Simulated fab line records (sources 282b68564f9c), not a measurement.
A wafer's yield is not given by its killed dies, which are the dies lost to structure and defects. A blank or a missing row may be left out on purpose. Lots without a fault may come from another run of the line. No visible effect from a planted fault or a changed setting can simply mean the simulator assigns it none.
Comparing a struck lot with a sound one :: flow rit_cmos :: 36 steps out of a route of 202
Sound: these wafers, L806.1, L806.3, L806.5. Wafers L815.3, L815.5, L815.6 were the ones struck. The cause comes at the end.
Order at every step that has rows: each side's tool, ch and its chambers, its first start. Under that, the readings that differ: sound wafers :: struck wafers :: difference of the means :: sigmas: that difference in standard deviations of wafers without a fault.
alike: words and numbers the same on both sides, and readings whose means are apart by under 2 such deviations; not compared: readings that were withheld, readings missing a value for some wafer, numbers with overlapping values and no deviation given by the record, and bounds like >300 which may hide the same value.
Wherever a step has rows on one side only, a row that says differs or no value, or a row with sigmas, the two part there. When numbers do not overlap yet have no deviation, they are printed without sigmas and do not part them. Lack of a reading on every wafer of one side parts them only where that side has two or more wafers.

first, 9 steps without rows for these wafers: RIT_GATE_EXPOSE_13 (exposes mask M6, target cd 150 nm); RIT_GATE_PEB_14; RIT_GATE_DEVELOP_15 (develop time 50 s); RIT_GATE_HARDBAKE_18 (time 60 s); RIT_GATE_ETCH_19 (etches poly-Si in SF6/CHF3/O2, stops on SiO2, time 165 s, target depth 312.5 nm); RIT_GATE_STRIP_20 (strips in O2, time 180 s); RIT_REOX_CLEAN_00 (cleans in SC1, time 600 s); RIT_REOX_CLEAN_01 (cleans in dHF, time 30 s); RIT_REOX_CLEAN_02 (cleans in SC2, time 600 s).
RIT_REOX_OXIDATION_03: target thk 25.2 nm, ox time 5580 s.
  sound on furnace-02 ch 0, day 2 21:56; struck on furnace-02 ch 0, day 4 19:55
reading: spike_tc_centre_C (C)
sound: 903.2 902.6 903.3
struck: 862.8 861.3 862.0
difference: -41.0
sigmas: -37

reading: spike_tc_load_C (C)
sound: 920 921 920
struck: 878 876 878
difference: -43
sigmas: -9

reading: spike_tc_source_C (C)
sound: 919.4 918.2 917.8
struck: 877.7 878.2 878.7
difference: -40.3
sigmas: -14

reading: tube_center_temp_C (C)
sound: 900.1 899.95 899.85
struck: 859.35 859.28 859.22
difference: -40.68
sigmas: -99 or more

reading: tube_center_temp_C_max
sound: 903.0 902.6 901.7
struck: 862.1 861.2 860.9
difference: -41.0
sigmas: -99 or more

reading: zone_power_load_pct (%)
sound: 25.4 25.6 25.2
struck: 23.1 23.2 23.5
difference: -2.1
sigmas: -3

reading: zone_power_source_pct (%)
sound: 24.4 24.3 24.7
struck: 22.1 22.2 21.9
difference: -2.4
sigmas: -5

reading: model.SiO2_of_REOX_OXIDATION_03.thk_nm (nm)
sound: 24.84 24.99 24.54
struck: 18.03 17.64 17.34
difference: -7.12
sigmas: 

reading: model.poly-Si_of_GATE_CVD_08.thk_nm (nm)
sound: 232.2 231.9 233.1
struck: 236 237.8 240.1
difference: +6
sigmas: 
  alike: zone_power_centre_pct
RIT_REOX_THK_MEAS_04:
  sound: film_metro-03 at day 3 00:29; struck: film_metro-04 at day 4 22:29
reading: REOX_OXIDE_THK (nm)
sound: 24.8 25.0 24.5
struck: 18.0 17.6 17.4
difference: -7.1
sigmas: -12
then, 18 steps without rows for these wafers: RIT_NLDD_HMDS_00 (prime time 60 s); RIT_NLDD_COAT_01 (resist thk 1000 nm); RIT_NLDD_SOFTBAKE_02 (time 60 s); RIT_NLDD_EXPOSE_03 (exposes mask M7, target cd 40700 nm); RIT_NLDD_PEB_04; RIT_NLDD_DEVELOP_05 (develop time 50 s); RIT_NLDD_HARDBAKE_07 (time 60 s); RIT_NLDD_IMPLANT_08; RIT_NLDD_STRIP_09 (strips in O2, time 180 s); RIT_PLDD_HMDS_00 (prime time 60 s); RIT_PLDD_COAT_01 (resist thk 1000 nm); RIT_PLDD_SOFTBAKE_02 (time 60 s); RIT_PLDD_EXPOSE_03 (exposes mask M8, target cd 40900 nm); RIT_PLDD_PEB_04; RIT_PLDD_DEVELOP_05 (develop time 50 s); RIT_PLDD_HARDBAKE_07 (time 60 s); RIT_PLDD_IMPLANT_08; RIT_PLDD_STRIP_09 (strips in O2, time 180 s).
RIT_SPACER_CLEAN_00: cleans in SC1, time 600 s.
  sound on wet_bench-02 ch 1, day 3 03:40; struck on wet_bench-02 ch 3, day 5 01:37
reading: model.SiO2_of_REOX_OXIDATION_03.thk_nm (nm)
sound: 22.95 23.07 22.67
struck: 16.65 16.29 16.01
difference: -6.58
sigmas: 
then, 4 steps without rows for these wafers: RIT_SPACER_CLEAN_01 (cleans in dHF, time 28.75 s); RIT_SPACER_CLEAN_02 (cleans in SC2, time 600 s); RIT_SPACER_CVD_03 (deposits Si3N4 from SiH2Cl2/NH3, target thk 250 nm, time 3300 s); RIT_SPACER_ETCHBACK_05 (etches Si3N4 in SF6/CHF3, stops on SiO2, target depth 250 nm, time 240 s).
RIT_SDANNEAL_CLEAN_02: cleans in SC2, time 600 s.
  sound on wet_bench-04 ch 2, day 3 09:38; struck on wet_bench-02 ch 3, day 5 07:33
  not compared: model.poly-Si_of_GATE_CVD_08.thk_nm
RIT_M1_PROBE_99:
  sound: prober-01 at day 3 17:31; struck: prober-02 at day 5 15:45
reading: model.etest.pmos_turned.r_on_ohm_um
sound: 3365 3494 3375
struck: 2850 2910 2792
difference: -561
sigmas: 

reading: model.etest.pmos_0p3.r_on_ohm_um
sound: 6333 6483 6322
struck: 5870 6027 5976
difference: -422
sigmas: 

reading: model.etest.pmos_0p15.r_on_ohm_um
sound: 2702 2796 2764
struck: 2385 2458 2338
difference: -360
sigmas: 

reading: model.etest.pldd.rs_ohm_sq
sound: 486.1 493.9 471.8
struck: 299 293.1 288
difference: -191
sigmas: 

reading: model.etest.nmos_0p15.r_on_ohm_um
sound: 1078 1125 1080
struck: 1058 1076 1011
difference: -46
sigmas: 

reading: model.etest.nldd.rs_ohm_sq
sound: 371.1 377.4 365.2
struck: 273.3 267.7 264.4
difference: -102.8
sigmas: 

reading: model.etest.nmos_turned.drive_ua_um
sound: 338.1 328.2 338.8
struck: 412.1 405.7 407.8
difference: +73.5
sigmas: 
  alike: killed_at_contacts, killed_at_front_end, killed_dies, killed_open, killed_short
  not compared: model.etest.nmos_0p3.r_on_ohm_um

== WHERE THEY PART ==
Last at RIT_REOX_THK_MEAS_04 as far as this record goes, first at RIT_REOX_OXIDATION_03. Later steps at which nothing parts them and some readings are alike: RIT_M1_PROBE_99.

WHY: whatever the simulator had introduced
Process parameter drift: furnace-02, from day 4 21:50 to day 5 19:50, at RIT_REOX_OXIDATION_03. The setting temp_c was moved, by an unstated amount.
